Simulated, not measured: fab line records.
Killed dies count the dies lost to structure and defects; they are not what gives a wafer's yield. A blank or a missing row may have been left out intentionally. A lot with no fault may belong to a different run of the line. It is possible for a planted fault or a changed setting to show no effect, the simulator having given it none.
A lot that was struck, set against a sound lot + flow rit-cmos + 15 steps out of a route of 202
Sound: these wafers, L195.3, L195.4, L195.6. The struck wafers were L200.2, L200.5, L200.6. Last of all comes the cause.
For every step that has rows: the tool of each side, followed by ch and its chambers, followed by its first start. Under that, the readings that differ: sound wafers + struck wafers + difference of the means + sigmas: that difference in standard deviations of wafers without a fault.
alike: readings whose means differ by less than 2 such deviations, and words and numbers that are the same on both sides. not compared: withheld readings, readings that some wafer has no value for, bounds like >300 that may hide the same value, and numbers for which the record gives no deviation and whose values overlap.
The two part at a step that has a row with sigmas, a row that says differs or no value, or rows on one side only. Numbers that have no deviation but don't overlap get no sigmas and don't part them. A reading missing from all wafers of one side parts the sides only when that side holds two or more wafers.

first, 3 steps without rows for these wafers: RIT_ACTIVE_CLEAN_16 (cleans in dHF, time 28.62 s); RIT_ACTIVE_CLEAN_17 (cleans in SC2, time 600 s); RIT_FOX1_OXIDATION_00 (target thk 350.7 nm, ox time 1130 s).
RIT_FOX1_THK_MEAS_01:
  struck on film-metro-02, day 4 08:31; sound on film-metro-04, day 3 05:08
  alike: FOX1_OXIDE_THK
then, 2 steps without rows for these wafers: RIT_FOX1_WET_ETCH_02 (etches SiO2 in BOE, target depth 350 nm, time 390 s); RIT_FOX2_OXIDATION_00 (target thk 350.7 nm, ox time 1130 s).
RIT_FOX2_THK_MEAS_01:
  struck on film-metro-02, day 4 11:34; sound on film-metro-02, day 3 06:56
  alike: FOX2_OXIDE_THK
then, 2 steps without rows for these wafers: RIT_FOX2_CLEAN_02 (cleans in dHF, time 180 s); RIT_FOX2_WET_ETCH_03 (etches Si3N4 in H3PO4, target depth 195 nm, time 2700 s).
RIT_FOX2_THK_MEAS_90:
  struck on film-metro-01, day 4 12:26; sound on film-metro-02, day 3 07:50
| reading                     | sound       | struck      | difference | sigmas |
|-----------------------------|-------------|-------------|------------|--------|
| FIELD_OXIDE_LEFT_1_THK (nm) | 333 332 333 | 322 318 319 | -13        | -2     |
then, 2 steps without rows for these wafers: RIT_NWELL_HMDS_00 (prime time 60 s); RIT_NWELL_COAT_01 (resist thk 1300 nm).
RIT_NWELL_SOFTBAKE_02: time 60 s.
  sound on litho-track-02 ch 0, day 3 08:13; struck on litho-track-03 ch 0, day 4 12:49
| reading          | sound             | struck               | difference | sigmas |
|------------------|-------------------|----------------------|------------|--------|
| run-length-s (s) | 89.05 89.24 89.02 | 100.88 100.92 100.72 | +11.74     | +65    |
then, 2 steps without rows for these wafers: RIT_NWELL_EXPOSE_03 (exposes mask M2, target cd 43900 nm); RIT_M1_PROBE_99.

## WHERE THEY PART
Earliest at RIT_FOX2_THK_MEAS_90; latest, in this record, at RIT_NWELL_SOFTBAKE_02.

WHY: what the simulator had put in
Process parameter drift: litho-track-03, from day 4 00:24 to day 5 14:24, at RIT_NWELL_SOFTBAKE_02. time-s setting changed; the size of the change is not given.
